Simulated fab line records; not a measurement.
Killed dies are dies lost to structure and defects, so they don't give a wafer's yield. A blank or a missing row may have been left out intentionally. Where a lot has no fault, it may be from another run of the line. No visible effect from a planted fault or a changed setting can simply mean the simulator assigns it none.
Code-filled problem report in 8D (eight disciplines) form | flow berkeleyCmos170 | the parts of the form that need people (team, actions taken, sign-off) are left out

1. WHAT IS WRONG
At UCB170_PFIELD_IMPLANT_07, beamEnergyKeV averages 74.870 over 6 wafers from 2 lots, while fault-free wafers read 80.001, standard deviation 0.023. So: -99 or more standard deviations from the usual mean.
First seen on wafer L832.1, day 7 08:35, on implanter-01. The record has a number at this step for 42 wafers belonging to 14 lots. Rule for "out" (also "out of limits"): further than 4 standard deviations from the usual mean. All remaining wafers that have a number are taken as sound.

2. WHAT THIS IS AND IS NOT
question                    | is                     | is not
which readings at this step | beamEnergyKeV          | -
which lots                  | L832, L834             | L821, L822, L823, L824, L825, L826, L833, L835, L838, L840, L842, L843
which wafers of those lots  | all that have a number | -
read on which tools         | implanter-01           | implanter-03, implanter-04
when                        | from day 7 08:35       | up to then (18 sound wafers); but 18 sound wafers of L833, L835, L838, L840, L842, L843 came after

3. THE SUSPECTS, EACH WITH WHAT RULES IT OUT
Counting: a tool stays on the suspect list if, at a process step up to the reading, it processed all lots that are out and no sound lot following the first of them.
- implanter-01 at UCB170_PFIELD_IMPLANT_07: kept. All lots that are out passed through it, beginning with L832 at day 7 08:35, and no sound lot followed; its final sound lot before that point was L825 at day 6 19:44. Its own beamEnergyKeV readings are out on those wafers.
Remaining after the count: implanter-01 at UCB170_PFIELD_IMPLANT_07.

4. THE CAUSE (what the simulator had put in)
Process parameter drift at UCB170_PFIELD_IMPLANT_07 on implanter-01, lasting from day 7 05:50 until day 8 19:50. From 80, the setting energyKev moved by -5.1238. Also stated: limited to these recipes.
This tool alone remained once counting was done.

5. THE EFFECT CHAIN, in route order
Each row: a reading where the mean over the struck wafers with a number is more than 3 standard deviations away from the usual. Only readings whose record carries a usual standard deviation are examined. hours: median over the lots of the time between each lot's start at the first step of this table that gives one and its start at this step. sigmas: the change, counted in usual standard deviations.
hours | step                     | reading       | usual  | on struck wafers | change | sigmas
0     | UCB170_PFIELD_IMPLANT_07 | beamEnergyKeV | 80.001 | 74.870           | -5.131 | -99 or more
Process steps it contains:
- UCB170_PFIELD_IMPLANT_07
Later measuring or inspecting steps at which every struck wafer that the step has a row for has a number for every such reading, and none has moved that far: UCB170_V2_BOW_MEAS_03.

6. WHAT WOULD HAVE CAUGHT IT SOONER
In this record no reading fell out of limits until day 7 08:35, 3 hours after the fault had begun at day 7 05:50.
